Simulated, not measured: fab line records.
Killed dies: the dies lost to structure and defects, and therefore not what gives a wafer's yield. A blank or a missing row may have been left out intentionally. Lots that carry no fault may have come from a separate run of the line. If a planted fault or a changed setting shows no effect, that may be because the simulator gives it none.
2 desks looking at one fault / flow berkeley-cmos170 / every desk sees just its own numbers, and what lay behind them comes last

## DESK OF THE TOOL OWNER: pvd-sputter-04
The tool's own readings at UCB170_M2_SPUTTER_01 (material Al, target thk 900 nm, time 120 s): means of the sampled wafers that have a number, for each lot that ran on this tool. Any lot whose mean is over 4 standard deviations away from the usual mean is out of limits and marked OUT; that distance is given in the brackets.
Columns: A = throttle-valve-pct at UCB170_M2_SPUTTER_01, usual 29.9 %
lot=L715; first seen here=day 8 02:01; A=31.1
lot=L716; first seen here=day 8 06:23; A=30.0
lot=L717; first seen here=day 8 13:54; A=30.1
lot=L723; first seen here=day 9 01:33; A=29.6
lot=L728; first seen here=day 10 07:05; A=30.5
lot=L730; first seen here=day 10 13:07; A=30.5
Finding of this desk: none of the 6 lots has anything out of limits.

## FROM THE METROLOGY DESK
Lot by lot, what the gauges showed, no matter which tool ran the lot: averages of those sampled wafers that carry a number. Any lot whose mean is over 4 standard deviations away from the usual mean is out of limits and marked OUT; that distance is given in the brackets.
Columns: A = M1_AL_RS at UCB170_M1_RS_MEAS_01, usual 0.0487 ohm/sq; B = M1_OVL at UCB170_M1_OVL_MEAS_10, usual -1 nm; C = M2_AL_RS at UCB170_M2_RS_MEAS_02, usual 0.0322 ohm/sq; D = M2_AL_THK at UCB170_M2_THK_MEAS_03, usual 882 nm
lot=L715; first seen here=day 7 18:20; A=0.0484; B=2; C=0.0326; D=871
lot=L716; first seen here=day 7 22:15; A=0.0475; B=1; C=0.0321; D=887
lot=L717; first seen here=day 8 05:23; A=0.0492; B=-12; C=0.0328; D=865
lot=L719; first seen here=day 8 07:37; A=0.0490; B=1; C=0.0319; D=888
lot=L723; first seen here=day 8 14:03; A=0.0489; B=0; C=0.0325; D=870
lot=L722; first seen here=day 8 15:59; A=0.0490; B=3; C=0.0321; D=891
lot=L721; first seen here=day 8 16:08; A=0.0484; B=-3; C=0.0316; D=892
lot=L724; first seen here=day 9 05:04; A=0.0483; B=8; C=0.0320; D=884
lot=L726; first seen here=day 9 21:37; A=0.0488; B=-1; C=0.0321; D=882
lot=L727; first seen here=day 9 22:11; A=0.0494; B=-5; C=0.0323; D=881
lot=L728; first seen here=day 9 22:22; A=0.0480; B=-7; C=0.1179 (+99 or more) OUT; D=249 (-63) OUT
lot=L730; first seen here=day 10 03:55; A=0.0486; B=8; C=0.1152 (+99 or more) OUT; D=253 (-63) OUT
lot=L735; first seen here=day 11 07:03; A=0.0484; B=-3; C=0.0324; D=880
lot=L734; first seen here=day 11 07:13; A=0.0490; B=-1; C=0.0321; D=884
Finding of this desk: L728, L730 out of limits, first seen on L728 at day 10 07:10 (M2_AL_RS at UCB170_M2_RS_MEAS_02). L715, L716, L717, L719, L723, L722, L721, L724, L726, L727, L735, L734: within limits.

## PUT TOGETHER
L728, L730 would have let the metrology desk raise an alarm at day 10 07:10.
Nothing out of limits was seen by the tool owner's desk.
On record at the tool owner's desk: L728, L730, within its limits.
All the named lots went through UCB170_M2_SPUTTER_01 on pvd-sputter-04.

## WHAT HAD BEEN PUT IN BY THE SIMULATOR
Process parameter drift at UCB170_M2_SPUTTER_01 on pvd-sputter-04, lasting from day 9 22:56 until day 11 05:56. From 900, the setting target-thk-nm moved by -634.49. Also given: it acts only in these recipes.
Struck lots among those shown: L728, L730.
Delay in hours, fault start to first out-of-limits reading, per desk: metrology desk 8.
